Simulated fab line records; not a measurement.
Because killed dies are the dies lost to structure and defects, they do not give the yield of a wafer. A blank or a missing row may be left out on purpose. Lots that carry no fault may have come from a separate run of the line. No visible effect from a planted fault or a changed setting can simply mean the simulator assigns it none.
A struck lot beside a sound one :: flow berkeleyCmos170 :: 14 steps out of a route of 331
Sound: these wafers, L396.1, L396.2, L396.4. Wafers L410.2, L410.3, L410.4 were the ones struck. The cause comes at the end.
Order at every step that has rows: each side's tool, ch and its chambers, its first start. Under that, the readings that differ: sound wafers :: struck wafers :: difference of the means :: sigmas: that difference in standard deviations of wafers without a fault.
alike: same words and numbers on both sides, and readings whose means sit less than 2 such deviations apart. not compared: any withheld reading, any reading some wafer has no value for, any bound like >300 that may hide the same value, and any number with overlapping values for which the record gives no deviation.
Wherever a step has rows on one side only, a row that says differs or no value, or a row with sigmas, the two part there. Numbers that don't overlap but have no deviation are shown without sigmas and don't part them. A reading that every wafer of one side lacks parts them only if that side has two wafers or more.

UCB170_PVT_STRIP_08: strips in O2.
  sound on plasmaAsher-01 ch 0,1, day 6 19:31; struck on plasmaAsher-02 ch 0,1, day 10 04:10
reading: stripTimeToEndpointS (s)
sound: 21.67 21.66 21.67
struck: 21.55 21.52 21.57
difference: -0.12
sigmas: -2
  alike: chamberPressureMTorr, drypumpMotorCurrentA, oesProductAu
  not compared: rfHoursCounterH
UCB170_PVT_TW_MEAS_09:
  sound: filmMetro-03 at day 6 19:37; struck: filmMetro-04 at day 10 04:16
  alike: PVT_TW
then, 1 step without rows for these wafers: UCB170_GATE_WET_ETCH_00 (etches SiO2 in dHF, time 200 s).
UCB170_FIELD_THK_MEAS_91:
  sound: filmMetro-02 at day 6 19:45; struck: filmMetro-03 at day 10 04:29
  alike: FIELD_OXIDE_LEFT_2_THK
then, 1 step without rows for these wafers: UCB170_GATE_OXIDATION_01 (target thk 6.6 nm, ox time 1800 s).
UCB170_GATE_THK_MEAS_02:
  sound: filmMetro-01 at day 7 01:22; struck: filmMetro-02 at day 10 10:49
  alike: GATE_OXIDE_THK
then, 2 steps without rows for these wafers: UCB170_GATE_ANNEAL_03 (time 1800 s); UCB170_GATE_CVD_04 (deposits poly-Si from SiH4, time 1440 s, target thk 214 nm).
UCB170_GATE_THK_MEAS_05:
  sound: filmMetro-03 at day 7 09:35; struck: filmMetro-03 at day 10 19:56
  alike: GATE_POLY_THK
then, 2 steps without rows for these wafers: UCB170_GATE_COAT_06; UCB170_GATE_COAT_07 (resist thk 900 nm).
UCB170_GATE_SOFTBAKE_08: time 60.83 s.
  sound: lithoTrack-04 ch 0; struck: lithoTrack-02 ch 0
  alike: plateSensorTCentreC, plateSensorTEdgeC
UCB170_GATE_EXPOSE_09: exposes mask POLY, target cd 350 nm.
  sound on krfScanner-02 ch 0, day 7 10:14; struck on krfScanner-01, day 10 20:41
  no value came back on the struck wafers for exposureDoseMJCm2, focusOffsetNm (nm); on the sound wafers exposureDoseMJCm2 reads 20.961 20.955 20.953
  alike: mask
following that, these wafers have no rows for 1 step: UCB170_GATE_PEB_10.

== WHERE THEY PART ==
First at UCB170_PVT_STRIP_08; last, within this record, at UCB170_GATE_EXPOSE_09.

WHY: what the simulator had put in
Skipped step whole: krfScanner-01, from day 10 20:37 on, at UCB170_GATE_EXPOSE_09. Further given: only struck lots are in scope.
